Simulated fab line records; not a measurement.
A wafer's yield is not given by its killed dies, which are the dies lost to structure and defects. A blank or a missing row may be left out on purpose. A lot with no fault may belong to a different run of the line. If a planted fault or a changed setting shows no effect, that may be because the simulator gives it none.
Which tool was responsible? | flow rit-cmos | 8 lots, 24 wafers sampled, at 3 steps of a route of 202

== WHAT THE GAUGES READ, wafer by wafer ==
RIT_PLDD_OVL_MEAS_06.
lot  | measured    | on         | PLDD_OVL (nm)
L445 | day 3 14:05 | overlay-01 | 1.8 2.2 2.1
L448 | day 4 00:17 | overlay-01 | -0.6 0.2 0.0
L450 | day 4 11:01 | overlay-01 | 1.7 1.5 0.7
L454 | day 5 05:52 | overlay-01 | -1.3 -2.7 -1.4
L456 | day 5 12:49 | overlay-01 | 130.7 132.5 131.2 129.8 131.2 129.9
L458 | day 6 00:14 | overlay-01 | 131.4 130.5 132.3 130.1 129.1 130.4
L463 | day 6 22:53 | overlay-02 | -2.3 -1.7 -2.3
L467 | day 7 20:22 | overlay-02 | 0.3 -0.1 0.0

== WHICH TOOL RAN EACH LOT (tool, then ch and the chambers of the sampled wafers, then the start) ==
lot  | RIT_PRETRO_STRIP_09                 | RIT_PLDD_EXPOSE_03
L445 | plasma-asher-03 ch 0,1, day 2 19:22 | iline-stepper-02 ch 0, day 3 13:41
L448 | plasma-asher-03 ch 0,1, day 3 08:46 | iline-stepper-01 ch 0, day 3 23:55
L450 | plasma-asher-02 ch 0,1, day 3 19:23 | iline-stepper-02 ch 0, day 4 10:37
L454 | plasma-asher-02 ch 0,1, day 4 13:41 | iline-stepper-01 ch 0, day 5 05:26
L456 | plasma-asher-01 ch 0,1, day 4 23:05 | iline-stepper-02 ch 0, day 5 12:27
L458 | plasma-asher-02 ch 0,1, day 5 09:32 | iline-stepper-02 ch 0, day 5 23:50
L463 | plasma-asher-01 ch 0,1, day 6 08:08 | iline-stepper-01 ch 0, day 6 22:14
L467 | plasma-asher-02 ch 0,1, day 7 04:29 | iline-stepper-01 ch 0, day 7 19:59
- RIT_PRETRO_STRIP_09: strips in O2, time 180 s.
- RIT_PLDD_EXPOSE_03: exposes mask M8, target cd 40900 nm.

== THE ANSWER, worked out from the rows above alone ==
Rule: usual is defined by the lots themselves. Put in order of their means at a reading, lots are off if they are a third of the lots or fewer, leave a main group of 4 or more, and stand apart from it by a gap of 3 or more times the standard deviation of the main group's means; of several such gaps the widest counts. Not used: any main group whose means are identical at the precision the tables above print for the reading. Also off: a lot with no number at a reading for which 4 or more lots have one. Where the step has rows for the other lots, those lots are counted as sound.
Off: L456, L458, at RIT_PLDD_OVL_MEAS_06 (PLDD_OVL). For the main group the mean is -0.1 nm and the standard deviation 1.5.
A tool fits if, at a process step before that reading, it ran every lot that is off, and no sound lot after the first of them. Those tools and the gauges at RIT_PLDD_OVL_MEAS_06 are tried in the same way. Undecided on this evidence; 2 tools fit (iline-stepper-02 at RIT_PLDD_EXPOSE_03, overlay-01 at RIT_PLDD_OVL_MEAS_06).

== WHAT WAS PUT IN BY THE SIMULATOR ==
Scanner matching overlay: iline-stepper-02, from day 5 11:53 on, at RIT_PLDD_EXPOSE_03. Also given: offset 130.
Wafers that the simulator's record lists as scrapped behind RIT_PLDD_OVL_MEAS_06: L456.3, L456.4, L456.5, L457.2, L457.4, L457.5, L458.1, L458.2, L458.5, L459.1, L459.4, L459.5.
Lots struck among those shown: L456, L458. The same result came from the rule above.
